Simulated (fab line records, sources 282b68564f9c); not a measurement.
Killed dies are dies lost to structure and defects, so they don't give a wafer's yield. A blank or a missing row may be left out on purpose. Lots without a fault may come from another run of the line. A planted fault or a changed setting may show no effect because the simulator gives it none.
A struck lot beside a sound one | flow rit_cmos | 15 steps out of a route of 202
Sound: wafers L498.1, L498.5, L498.6. Struck: wafers L509.2, L509.4, L509.5. The cause comes at the end.
At each step with rows: each side's tool, then ch and its chambers, then its first start. Under that, the readings that differ: sound wafers | struck wafers | difference of the means | sigmas: that difference in standard deviations of wafers without a fault.
alike: readings whose means differ by less than 2 such deviations, and words and numbers that are the same on both sides. not compared: withheld readings, readings that some wafer has no value for, bounds like >300 that may hide the same value, and numbers for which the record gives no deviation and whose values overlap.
The two part at a step that has a row with sigmas, a row that says differs or no value, or rows on one side only. Numbers that don't overlap but have no deviation are shown without sigmas and don't part them. A reading that every wafer of one side lacks parts them only if that side has two wafers or more.

RIT_PWELL_TW_MEAS_10:
  sound on film_metro-03, day 2 04:41; struck on film_metro-03, day 4 10:49
  alike: PWELL_TW
then, 1 step without rows for these wafers: RIT_WELLDRIVE_ANNEAL_00 (time 14700 s).
RIT_WELLDRIVE_RS_MEAS_01: measures by four-point-probe.
  sound on film_metro-02, day 2 09:50; struck on film_metro-02, day 4 15:58
  alike: NWELL_RS
RIT_WELLDRIVE_RS_MEAS_02: measures by four-point-probe.
  sound on film_metro-02, day 2 09:57; struck on film_metro-02, day 4 16:05
  alike: PWELL_RS
then, 6 steps without rows for these wafers: RIT_NRETRO_HMDS_00 (prime time 60 s); RIT_NRETRO_COAT_01 (resist thk 1300 nm); RIT_NRETRO_SOFTBAKE_02 (time 60 s); RIT_NRETRO_EXPOSE_03 (exposes mask M4, target cd 43900 nm); RIT_NRETRO_PEB_04; RIT_NRETRO_DEVELOP_05 (develop time 68 s).
RIT_NRETRO_OVL_MEAS_06:
  sound on overlay-02, day 2 11:05; struck on overlay-02, day 4 17:11
  reading         | sound        | struck         | difference | sigmas
  NRETRO_OVL (nm) | 0.8 -0.8 1.3 | -3.8 -2.4 -3.9 | -3.8       | -2
then, 1 step without rows for these wafers: RIT_NRETRO_HARDBAKE_07 (time 120 s).
RIT_NRETRO_IMPLANT_08:
  sound on implanter-04 ch 0, day 2 11:22; struck on implanter-02 ch 0, day 4 17:30
  reading                   | sound                | struck               | difference | sigmas
  beam_energy_keV           | 70.016 69.994 70.007 | 75.272 75.267 75.277 | +5.266     | +99 or more
  model.implant.rp_nm (nm)  | 85.28 85.28 85.28    | 86.85 86.85 86.85    | +1.57      |
  model.implant.drp_nm (nm) | 33.94 33.94 33.94    | 36.07 36.07 36.07    | +2.13      |
RIT_NRETRO_STRIP_09: strips in O2, time 180 s.
  sound on plasma_asher-04 ch 0,1, day 2 11:31; struck on plasma_asher-01 ch 0,1, day 4 17:37
  alike: drypump_motor_current_A, rf_refl_power_W
  not compared: rf_hours_counter_h
RIT_M1_PROBE_99:
  sound on prober-02, day 3 14:32; struck on prober-01, day 5 22:56
  alike: killed_at_front_end, killed_dies, killed_open, killed_short
  not compared: model.etest.cap_p_gate.c_min_ff_um2

WHERE THEY PART
First at RIT_NRETRO_OVL_MEAS_06; last, within this record, at RIT_NRETRO_IMPLANT_08. Later steps at which nothing parts them and some readings are alike: RIT_NRETRO_STRIP_09, RIT_M1_PROBE_99.

WHY: what the simulator had put in
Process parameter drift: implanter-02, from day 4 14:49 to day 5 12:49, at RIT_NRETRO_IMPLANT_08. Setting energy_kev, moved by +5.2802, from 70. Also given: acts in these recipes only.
